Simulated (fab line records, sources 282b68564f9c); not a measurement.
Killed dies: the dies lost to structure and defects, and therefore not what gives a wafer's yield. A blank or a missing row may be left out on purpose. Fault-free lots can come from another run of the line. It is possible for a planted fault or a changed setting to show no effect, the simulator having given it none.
A lot that was struck, set against a sound lot :: flow ritCmos :: 14 steps out of a route of 202
Sound: these wafers, L446.1, L446.3, L446.4. The struck wafers were L455.3, L455.4, L455.6. The cause is named last.
At each step with rows: each side's tool, then ch and its chambers, then its first start. Under that, the readings that differ: sound wafers :: struck wafers :: difference of the means :: sigmas: that difference in standard deviations of wafers without a fault.
alike: readings whose means differ by less than 2 such deviations, and words and numbers that are the same on both sides. not compared: withheld readings, readings that some wafer has no value for, bounds like >300 that may hide the same value, and numbers for which the record gives no deviation and whose values overlap.
Wherever a step has rows on one side only, a row that says differs or no value, or a row with sigmas, the two part there. When numbers do not overlap yet have no deviation, they are printed without sigmas and do not part them. Lack of a reading on every wafer of one side parts them only where that side has two or more wafers.

first, 1 step without rows for these wafers: RIT_NSD_IMPLANT_08.
RIT_NSD_STRIP_09: strips in O2, time 180 s.
  sound on plasmaAsher-02 ch 0,1, day 4 17:31; struck on plasmaAsher-02 ch 0,1, day 6 07:38
  alike: chamberPressureMTorr, drypumpMotorCurrentA, rfReflPowerW
  not compared: rfHoursCounterH
RIT_NSD_TW_MEAS_10:
  sound on filmMetro-02 at day 4 17:42; struck on filmMetro-02 at day 6 07:46
  alike: NSD_TW
then, 6 steps without rows for these wafers: RIT_PSD_HMDS_00 (prime time 60 s); RIT_PSD_COAT_01 (resist thk 1000 nm); RIT_PSD_SOFTBAKE_02 (time 60 s); RIT_PSD_EXPOSE_03 (exposes mask M10, target cd 40900 nm); RIT_PSD_PEB_04; RIT_PSD_DEVELOP_05 (develop time 50 s).
RIT_PSD_OVL_MEAS_06:
  sound on overlay-01 at day 4 18:38; struck on overlay-01 at day 6 08:40
  alike: PSD_OVL
then, 2 steps without rows for these wafers: RIT_PSD_HARDBAKE_07 (time 60 s); RIT_PSD_IMPLANT_08.
RIT_PSD_STRIP_09: strips in O2, time 180 s.
  sound on plasmaAsher-02 ch 0,1, day 4 18:58; struck on plasmaAsher-02 ch 0,1, day 6 09:04
  no value came back on the struck wafers for chamberPressureMTorr (mTorr), drypumpMotorCurrentA (A), rfReflPowerW (W); on the sound wafers chamberPressureMTorr (mTorr) reads 4003 3998 4005
reading: model.NOVOLAK_of_PSD_COAT_01.thkNm (nm)
sound: 0 0 0
struck: 886.1 884.3 886.1
difference: +885.5
sigmas: 
  not compared: rfHoursCounterH
RIT_PSD_TW_MEAS_10:
  sound on filmMetro-03 at day 4 19:09; struck on filmMetro-03 at day 6 09:11
  alike: PSD_TW

WHERE THEY PART
RIT_PSD_STRIP_09 only, going by this record. Later steps at which nothing parts them and some readings are alike: RIT_PSD_TW_MEAS_10.

WHY: what had been put in by the simulator
Beginning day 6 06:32, the whole step at RIT_PSD_STRIP_09 was skipped on plasmaAsher-02. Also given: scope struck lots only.
